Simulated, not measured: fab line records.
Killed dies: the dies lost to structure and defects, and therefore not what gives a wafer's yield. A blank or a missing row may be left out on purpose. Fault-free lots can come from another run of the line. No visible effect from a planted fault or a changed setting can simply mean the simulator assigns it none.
Struck lot and sound lot, side by side :: flow rit_cmos :: 18 steps out of a route of 202
Sound: wafers L480.3, L480.4, L480.6. Struck: wafers L483.1, L483.3, L483.6. Last of all comes the cause.
At each step with rows: each side's tool, then ch and its chambers, then its first start. Under that, the readings that differ: sound wafers :: struck wafers :: difference of the means :: sigmas: that difference in standard deviations of wafers without a fault.
alike: a reading whose means differ by less than 2 such deviations, as well as words and numbers matching on both sides. not compared: withheld readings; readings where some wafer has no value; bounds like >300 that might hide an equal value; numbers whose values overlap and for which the record gives no deviation.
A row with sigmas, a row that says differs or no value, or rows on one side alone: a step with any of these is where the two part. Numbers that have no deviation but don't overlap get no sigmas and don't part them. Lack of a reading on every wafer of one side parts them only where that side has two or more wafers.

first, 1 step without rows for these wafers: RIT_GATE_HARDBAKE_18 (time 60 s).
RIT_GATE_ETCH_19: etches poly-Si in SF6/CHF3/O2, stops on SiO2, time 165 s, target depth 312.5 nm.
  sound on rie_si-02 ch 1,2, day 4 08:19; struck on rie_si-01 ch 0,2,3, day 4 21:43
  alike: O2_flow_sccm, drypump_motor_current_A, oes_product_au, throttle_valve_pct
  not compared: rf_hours_counter_h
RIT_GATE_STRIP_20: strips in O2, time 180 s.
  sound on plasma_asher-04 ch 0,1, day 4 08:29; struck on plasma_asher-02 ch 0,1, day 4 21:50
  alike: drypump_motor_current_A, o2_flow_sccm
  not compared: rf_hours_counter_h
RIT_GATE_CD_MEAS_90: the cd target is 150 nm.
  sound on cd_sem-01, day 4 08:38; struck on cd_sem-02, day 4 22:00
reading: cd_nm (nm)
sound: 155.6 154.6 155.5
struck: 147.8 149.2 148.0
difference: -6.9
sigmas: -3
then, 4 steps without rows for these wafers: RIT_REOX_CLEAN_00 (cleans in SC1, time 600 s); RIT_REOX_CLEAN_01 (cleans in dHF, time 30 s); RIT_REOX_CLEAN_02 (cleans in SC2, time 600 s); RIT_REOX_OXIDATION_03 (target thk 25.2 nm, ox time 5580 s).
RIT_REOX_THK_MEAS_04:
  sound on film_metro-02, day 4 11:40; struck on film_metro-01, day 5 01:05
  alike: REOX_OXIDE_THK
then, 3 steps without rows for these wafers: RIT_NLDD_HMDS_00 (prime time 60 s); RIT_NLDD_COAT_01 (resist thk 1000 nm); RIT_NLDD_SOFTBAKE_02 (time 60 s).
RIT_NLDD_EXPOSE_03: exposes mask M7, target cd 40700 nm.
  sound on iline_stepper-02 ch 0, day 4 12:11; struck on iline_stepper-01 ch 0, day 5 01:42
reading: model.NLDD.overlay_x_nm (nm)
sound: 0.6649 0.6649 0.6649
struck: -298.7 -298.7 -298.7
difference: -299.4
sigmas: 
  alike: mask
then, 2 steps without rows for these wafers: RIT_NLDD_PEB_04; RIT_NLDD_DEVELOP_05 (develop time 50 s).
RIT_NLDD_OVL_MEAS_06:
  sound on overlay-01, day 4 12:34; struck on overlay-01, day 5 02:06
reading: NLDD_OVL (nm)
sound: 2.0 0.9 1.0
struck: -299.0 -298.2 -298.8
difference: -300.0
sigmas: -99 or more
then, 1 step without rows for these wafers: RIT_NLDD_HARDBAKE_07 (time 60 s).
RIT_M1_PROBE_99:
  sound on prober-01, day 5 04:05; struck on prober-02, day 5 17:40
reading: killed_at_M0_to_M3
sound: 0 0 0
struck: 1 0 0
difference: +0
sigmas: +2

reading: model.etest.nldd.width_nm (nm)
sound: 3170 3179 3178
struck: 2966 2975 2950
difference: -212
sigmas: 

reading: model.etest.nldd.line_ohm_um
sound: 118.7 121.1 120.2
struck: 134.9 138.8 135.2
difference: +16.3
sigmas: 
  alike: killed_at_contacts, killed_at_front_end, killed_dies, killed_open, killed_short

WHERE THEY PART
First at RIT_GATE_CD_MEAS_90; last, within this record, at RIT_M1_PROBE_99.

WHY: what had been put in by the simulator
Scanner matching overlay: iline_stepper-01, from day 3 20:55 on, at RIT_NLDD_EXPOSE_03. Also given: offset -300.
